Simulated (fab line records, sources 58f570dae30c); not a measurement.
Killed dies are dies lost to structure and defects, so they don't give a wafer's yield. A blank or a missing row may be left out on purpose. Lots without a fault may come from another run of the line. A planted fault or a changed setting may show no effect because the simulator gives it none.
One fault seen from 2 desks | flow berkeley_cmos170 | each desk has only its own numbers; what lay behind them comes last

THE METROLOGY DESK
What the gauges read, lot by lot, whatever tool the lot ran on: means of the sampled wafers that have a number. A lot is out of limits, marked OUT, if its mean lies more than 4 standard deviations from the usual mean; the brackets give that distance.
Columns: A = cd_nm at UCB170_GATE_CD_MEAS_12, usual 349.8 nm
lot  | first seen here | A
L790 | day 6 06:09     | 349.7
L792 | day 6 18:13     | 349.3
L793 | day 6 23:55     | 347.8
L794 | day 7 06:59     | 351.3
L799 | day 7 22:44     | 350.0
L803 | day 8 20:43     | 349.9
L804 | day 8 20:50     | 349.8
L802 | day 8 21:02     | 349.5
L805 | day 9 02:58     | 348.9
L806 | day 9 19:29     | 350.5
L808 | day 9 19:39     | 351.3
L809 | day 10 00:33    | 350.9
L810 | day 10 00:47    | 350.4
L811 | day 10 14:00    | 349.9
This desk's finding: nothing out of limits on any of the 14 lots.

THE TOOL OWNER'S DESK: litho_track-04
The tool's own readings at UCB170_NLDD_DEVELOP_05 (develop time 45 s): means of the sampled wafers that have a number, for each lot that ran on this tool. A lot is out of limits, marked OUT, if its mean lies more than 4 standard deviations from the usual mean; the brackets give that distance.
Columns: A = developer_temp_C at UCB170_NLDD_DEVELOP_05, usual 21.04 C
lot  | first seen here | A
L792 | day 7 01:00     | 21.12
L802 | day 9 00:00     | 23.15 (+19) OUT
L803 | day 9 00:00     | 23.16 (+19) OUT
This desk's finding: out of limits on L802, L803; first on L802, day 9 00:00 (developer_temp_C at UCB170_NLDD_DEVELOP_05). In limits: L792.

PUT TOGETHER
The tool owner's desk could have raised an alarm at day 9 00:00, on L802, L803.
The metrology desk saw nothing out of limits.
The metrology desk has L802, L803 on record, within its limits.
Of the lots named, all ran UCB170_NLDD_DEVELOP_05 on litho_track-04.

WHAT THE SIMULATOR HAD PUT IN
Process parameter drift: litho_track-04, from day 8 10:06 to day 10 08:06, at UCB170_NLDD_DEVELOP_05. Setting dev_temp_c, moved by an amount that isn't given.
Lots struck among those shown: L802, L803.
Hours from the fault's start to each desk's first reading out of limits: the tool owner's desk, 14.
